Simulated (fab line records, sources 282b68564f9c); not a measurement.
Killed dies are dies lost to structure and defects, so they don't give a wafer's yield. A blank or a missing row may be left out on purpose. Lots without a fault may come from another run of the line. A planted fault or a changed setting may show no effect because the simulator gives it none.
A struck lot beside a sound one | flow rit_cmos | 21 steps out of a route of 202
Sound: wafers L965.4, L965.5, L965.6. Struck: wafers L974.2, L974.5, L974.6. The cause comes at the end.
At each step with rows: each side's tool, then ch and its chambers, then its first start. Under that, the readings that differ: sound wafers | struck wafers | difference of the means | sigmas: that difference in standard deviations of wafers without a fault.
alike: readings whose means differ by less than 2 such deviations, and words and numbers that are the same on both sides. not compared: withheld readings, readings that some wafer has no value for, bounds like >300 that may hide the same value, and numbers for which the record gives no deviation and whose values overlap.
The two part at a step that has a row with sigmas, a row that says differs or no value, or rows on one side only. Numbers that don't overlap but have no deviation are shown without sigmas and don't part them. A reading that every wafer of one side lacks parts them only if that side has two wafers or more.

first, 3 steps without rows for these wafers: RIT_PWELL_EXPOSE_03 (exposes mask M3, target cd 43700 nm); RIT_PWELL_PEB_04; RIT_PWELL_DEVELOP_05 (develop time 68 s).
RIT_PWELL_OVL_MEAS_06:
  sound on overlay-02, day 2 16:50; struck on overlay-01, day 4 11:52
  alike: PWELL_OVL
then, 2 steps without rows for these wafers: RIT_PWELL_HARDBAKE_07 (time 120 s); RIT_PWELL_IMPLANT_08.
RIT_PWELL_STRIP_09: strips in O2, time 180 s.
  sound on plasma_asher-04 ch 0,1, day 2 17:29; struck on plasma_asher-03 ch 0,1, day 4 12:18
  reading                     | sound       | struck      | difference | sigmas
  drypump_motor_current_A (A) | 6.0 6.0 6.0 | 5.1 5.1 5.2 | -0.9       | -2
  not compared: rf_hours_counter_h
RIT_PWELL_TW_MEAS_10:
  sound on film_metro-04, day 2 17:38; struck on film_metro-01, day 4 12:29
  alike: PWELL_TW
then, 1 step without rows for these wafers: RIT_WELLDRIVE_ANNEAL_00 (time 14700 s).
RIT_WELLDRIVE_RS_MEAS_01: measures by four-point-probe.
  sound on film_metro-04, day 3 00:00; struck on film_metro-01, day 4 18:13
  alike: NWELL_RS
RIT_WELLDRIVE_RS_MEAS_02: measures by four-point-probe.
  sound on film_metro-04, day 3 00:07; struck on film_metro-01, day 4 18:20
  alike: PWELL_RS
then, 1 step without rows for these wafers: RIT_NRETRO_HMDS_00 (prime time 60 s).
RIT_NRETRO_COAT_01: resist thk 1300 nm.
  sound on litho_track-03 ch 0, day 3 00:24; struck on litho_track-03 ch 0, day 4 18:37
  reading                                     | sound          | struck         | difference | sigmas
  model.NOVOLAK_of_NRETRO_COAT_01.thk_nm (nm) | 1286 1289 1289 | 1401 1402 1405 | +115       |
  alike: resist_line_temp_C, spin_speed_rpm
then, 4 steps without rows for these wafers: RIT_NRETRO_SOFTBAKE_02 (time 60 s); RIT_NRETRO_EXPOSE_03 (exposes mask M4, target cd 43900 nm); RIT_NRETRO_PEB_04; RIT_NRETRO_DEVELOP_05 (develop time 68 s).
RIT_NRETRO_OVL_MEAS_06:
  sound on overlay-02, day 3 01:12; struck on overlay-01, day 4 19:19
  alike: NRETRO_OVL
RIT_NRETRO_HARDBAKE_07: time 120 s.
  sound on litho_track-03 ch 0, day 3 01:29; struck on litho_track-02 ch 0, day 4 19:23
  reading                                     | sound          | struck         | difference | sigmas
  model.NOVOLAK_of_NRETRO_COAT_01.thk_nm (nm) | 1125 1127 1128 | 1224 1224 1227 | +98        |
  alike: heater_power_total_W, resist_line_temp_C
then, 2 steps without rows for these wafers: RIT_NRETRO_IMPLANT_08; RIT_M1_PROBE_99.

WHERE THEY PART
Only at RIT_PWELL_STRIP_09, within this record. Later steps at which nothing parts them and some readings are alike: RIT_PWELL_TW_MEAS_10, RIT_WELLDRIVE_RS_MEAS_01, RIT_WELLDRIVE_RS_MEAS_02, RIT_NRETRO_COAT_01, RIT_NRETRO_OVL_MEAS_06, RIT_NRETRO_HARDBAKE_07.

WHY: what the simulator had put in
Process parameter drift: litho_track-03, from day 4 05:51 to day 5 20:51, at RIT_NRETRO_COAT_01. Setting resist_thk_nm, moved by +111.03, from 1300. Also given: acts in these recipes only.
